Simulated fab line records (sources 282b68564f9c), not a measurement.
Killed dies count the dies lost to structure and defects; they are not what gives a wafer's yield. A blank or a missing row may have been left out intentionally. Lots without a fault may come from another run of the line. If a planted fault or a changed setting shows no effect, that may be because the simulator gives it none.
Struck lot and sound lot, side by side    flow rit cmos    39 steps out of a route of 202
Sound: the wafers L523.2, L523.3, L523.5. Wafers struck: L535.1, L535.3, L535.6. Last of all comes the cause.
For every step that has rows: the tool of each side, followed by ch and its chambers, followed by its first start. Under that, the readings that differ: sound wafers    struck wafers    difference of the means    sigmas: that difference in standard deviations of wafers without a fault.
alike: same words and numbers on both sides, and readings whose means sit less than 2 such deviations apart. not compared: any withheld reading, any reading some wafer has no value for, any bound like >300 that may hide the same value, and any number with overlapping values for which the record gives no deviation.
Wherever a step has rows on one side only, a row that says differs or no value, or a row with sigmas, the two part there. Non-overlapping numbers with no deviation appear without sigmas and do not part them. Lack of a reading on every wafer of one side parts them only where that side has two or more wafers.

first, 3 steps without rows for these wafers: RIT_GATE_EXPOSE_13 (exposes mask M6, target cd 150 nm); RIT_GATE_PEB_14; RIT_GATE_DEVELOP_15 (develop time 50 s).
RIT_GATE_CD_MEAS_16: the cd target is 150 nm.
  struck on cd sem-02, day 5 09:32; sound on cd sem-01, day 2 20:14
  alike: cd nm
RIT_GATE_OVL_MEAS_17:
  struck on overlay-02, day 5 09:39; sound on overlay-01, day 2 20:21
  alike: GATE_OVL
then, 1 step without rows for these wafers: RIT_GATE_HARDBAKE_18 (time 60 s).
RIT_GATE_ETCH_19: etches poly-Si in SF6/CHF3/O2, stops on SiO2, time 165 s, target depth 312.5 nm.
  sound on rie si-02 ch 1,2, day 2 20:32; struck on rie si-02 ch 0,1,2, day 5 09:50
  alike: SF6_flow_sccm, drypump motor current A, oes product au, throttle valve pct
  not compared: rf hours counter h
RIT_GATE_STRIP_20: strips in O2, time 180 s.
  sound on plasma asher-01 ch 0,1, day 2 20:38; struck on plasma asher-04 ch 0,1, day 5 09:56
  alike: drypump motor current A
  not compared: rf hours counter h
RIT_GATE_CD_MEAS_90: the cd target is 150 nm.
  struck on cd sem-02, day 5 10:07; sound on cd sem-01, day 2 20:50
  alike: cd nm
then, 3 steps without rows for these wafers: RIT_REOX_CLEAN_00 (cleans in SC1, time 600 s); RIT_REOX_CLEAN_01 (cleans in dHF, time 30 s); RIT_REOX_CLEAN_02 (cleans in SC2, time 600 s).
RIT_REOX_OXIDATION_03: target thk 25.2 nm, ox time 5580 s.
  sound on furnace-01 ch 0, day 2 22:01; struck on furnace-03 ch 0, day 5 11:47
reading                                      sound              struck             difference  sigmas
spike tc centre C (C)                        899.8 899.8 900.1  915.0 914.5 916.7  +15.5       +6
spike tc load C (C)                          927.3 926.6 928.0  940.2 938.8 938.4  +11.8       +7
spike tc source C (C)                        923.5 923.1 923.7  932.9 931.3 932.0  +8.6        +5
model.SiO2_of_REOX_OXIDATION_03.thk nm (nm)  24.12 24.08 24.45  27.37 27.86 27.61  +3.40       
RIT_REOX_THK_MEAS_04:
  struck on film metro-02, day 5 14:20; sound on film metro-03, day 3 00:34
reading              sound           struck          difference  sigmas
REOX_OXIDE_THK (nm)  24.2 24.0 24.4  27.4 27.9 27.6  +3.4        +6
then, 6 steps without rows for these wafers: RIT_NLDD_HMDS_00 (prime time 60 s); RIT_NLDD_COAT_01 (resist thk 1000 nm); RIT_NLDD_SOFTBAKE_02 (time 60 s); RIT_NLDD_EXPOSE_03 (exposes mask M7, target cd 40700 nm); RIT_NLDD_PEB_04; RIT_NLDD_DEVELOP_05 (develop time 50 s).
RIT_NLDD_OVL_MEAS_06:
  struck on overlay-01, day 5 15:29; sound on overlay-01, day 3 01:46
  alike: NLDD_OVL
then, 2 steps without rows for these wafers: RIT_NLDD_HARDBAKE_07 (time 60 s); RIT_NLDD_IMPLANT_08.
RIT_NLDD_STRIP_09: strips in O2, time 180 s.
  sound on plasma asher-02 ch 0, day 3 02:05; struck on plasma asher-02 ch 0,1, day 5 15:49
  alike: drypump motor current A
  not compared: rf hours counter h
RIT_NLDD_TW_MEAS_10:
  struck on film metro-03, day 5 15:59; sound on film metro-01, day 3 02:16
reading  sound           struck          difference  sigmas
NLDD_TW  2522 2529 2518  2475 2477 2483  -45         -3
then, 6 steps without rows for these wafers: RIT_PLDD_HMDS_00 (prime time 60 s); RIT_PLDD_COAT_01 (resist thk 1000 nm); RIT_PLDD_SOFTBAKE_02 (time 60 s); RIT_PLDD_EXPOSE_03 (exposes mask M8, target cd 40900 nm); RIT_PLDD_PEB_04; RIT_PLDD_DEVELOP_05 (develop time 50 s).
RIT_PLDD_OVL_MEAS_06:
  struck on overlay-02, day 5 16:54; sound on overlay-01, day 3 03:18
  alike: PLDD_OVL
then, 2 steps without rows for these wafers: RIT_PLDD_HARDBAKE_07 (time 60 s); RIT_PLDD_IMPLANT_08.
RIT_PLDD_STRIP_09: strips in O2, time 180 s.
  sound on plasma asher-01 ch 0,1, day 3 03:38; struck on plasma asher-02 ch 0,1, day 5 17:14
  alike: drypump motor current A
  not compared: rf hours counter h
RIT_PLDD_TW_MEAS_10:
  struck on film metro-04, day 5 17:25; sound on film metro-03, day 3 03:49
  alike: PLDD_TW
RIT_SPACER_CLEAN_00: cleans in SC1, time 600 s.
  sound on wet bench-01 ch 0, day 3 03:52; struck on wet bench-02 ch 3, day 5 17:28
reading                                      sound              struck             difference  sigmas
model.SiO2_of_REOX_OXIDATION_03.thk nm (nm)  22.26 22.23 22.57  25.25 25.71 25.48  +3.13       
then, 2 steps without rows for these wafers: RIT_SPACER_CLEAN_01 (cleans in dHF, time 30 s); RIT_M1_PROBE_99.

WHERE THEY PART
First at RIT_REOX_OXIDATION_03; last, within this record, at RIT_NLDD_TW_MEAS_10. Later steps at which nothing parts them and some readings are alike: RIT_PLDD_OVL_MEAS_06, RIT_PLDD_STRIP_09, RIT_PLDD_TW_MEAS_10.

WHY: the cause the simulator had injected
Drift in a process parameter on furnace-03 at RIT_REOX_OXIDATION_03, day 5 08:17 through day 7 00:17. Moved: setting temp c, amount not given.
